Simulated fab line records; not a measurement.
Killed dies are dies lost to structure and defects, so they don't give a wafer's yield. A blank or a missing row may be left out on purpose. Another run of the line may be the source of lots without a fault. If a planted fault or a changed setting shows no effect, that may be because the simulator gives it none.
2 desks, one fault    flow berkeley-cmos170    what lay behind the numbers comes last; until then each desk has only its own

TOOL OWNER'S DESK, implanter-04
The tool's own readings at UCB170_PVT_IMPLANT_07: means of the sampled wafers that have a number, for each lot that ran on this tool. The brackets show how far a lot's mean lies from the usual mean; more than 4 standard deviations puts the lot out of limits, marked OUT.
Columns: A = beam-energy-keV at UCB170_PVT_IMPLANT_07, usual 30.002; B = dose-ions-cm2 at UCB170_PVT_IMPLANT_07, usual 1.9997e+12; C = faraday-current-uA at UCB170_PVT_IMPLANT_07, usual 6.34
lot   first seen here  A       B                             C
L462  day 7 04:52      30.006  1.9975e+12                    6.22
L466  day 8 15:05      30.006  2.0003e+12                    6.36
L468  day 8 16:02      30.004  2.0001e+12                    6.33
L472  day 9 09:33      30.011  2.0019e+12                    6.39
L480  day 11 03:57     30.009  1.6583e+12 (-99 or more) OUT  5.23 (-9.2) OUT
L485  day 12 00:31     30.005  1.6603e+12 (-99 or more) OUT  5.24 (-9.2) OUT
This desk's finding: out of limits on L480, L485; first on L480, day 11 03:57 (dose-ions-cm2 at UCB170_PVT_IMPLANT_07). In limits: L462, L466, L468, L472.

AT THE METROLOGY DESK
Means of the sampled wafers that have a number, per lot and without regard to the tool the lot ran on: this is what the gauges read. The brackets show how far a lot's mean lies from the usual mean; more than 4 standard deviations puts the lot out of limits, marked OUT.
Columns: A = PVT_TW at UCB170_PVT_TW_MEAS_09, usual 506.8
lot   first seen here  A
L462  day 7 05:07      505.4
L465  day 7 15:05      509.6
L466  day 8 15:20      506.7
L470  day 8 15:45      504.5
L468  day 8 16:17      506.0
L467  day 8 16:31      506.3
L472  day 9 09:47      505.9
L471  day 9 10:14      504.2
L473  day 10 00:58     510.6
L475  day 10 01:14     506.9
L477  day 10 09:51     508.0
L479  day 10 20:06     507.4
L480  day 11 04:12     476.0 (-11) OUT
L485  day 12 00:46     476.0 (-11) OUT
This desk reports L480, L485 out of limits; the earliest was L480 at day 11 04:12 (PVT_TW at UCB170_PVT_TW_MEAS_09). In limits: L462, L465, L466, L470, L468, L467, L472, L471, L473, L475, L477, L479.

TAKEN TOGETHER
At day 11 03:57, on L480, L485, the tool owner's desk was in a position to raise an alarm.
L480, L485 would have let the metrology desk raise an alarm at day 11 04:12.
The lots listed all ran UCB170_PVT_IMPLANT_07 on implanter-04.

WHAT THE SIMULATOR PUT IN
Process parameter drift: implanter-04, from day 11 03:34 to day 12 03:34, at UCB170_PVT_IMPLANT_07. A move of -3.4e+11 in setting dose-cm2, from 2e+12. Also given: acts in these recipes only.
Shown lots that were struck: L480, L485.
Hours from the fault's start to each desk's first reading out of limits: the tool owner's desk, 0; the metrology desk, 1.
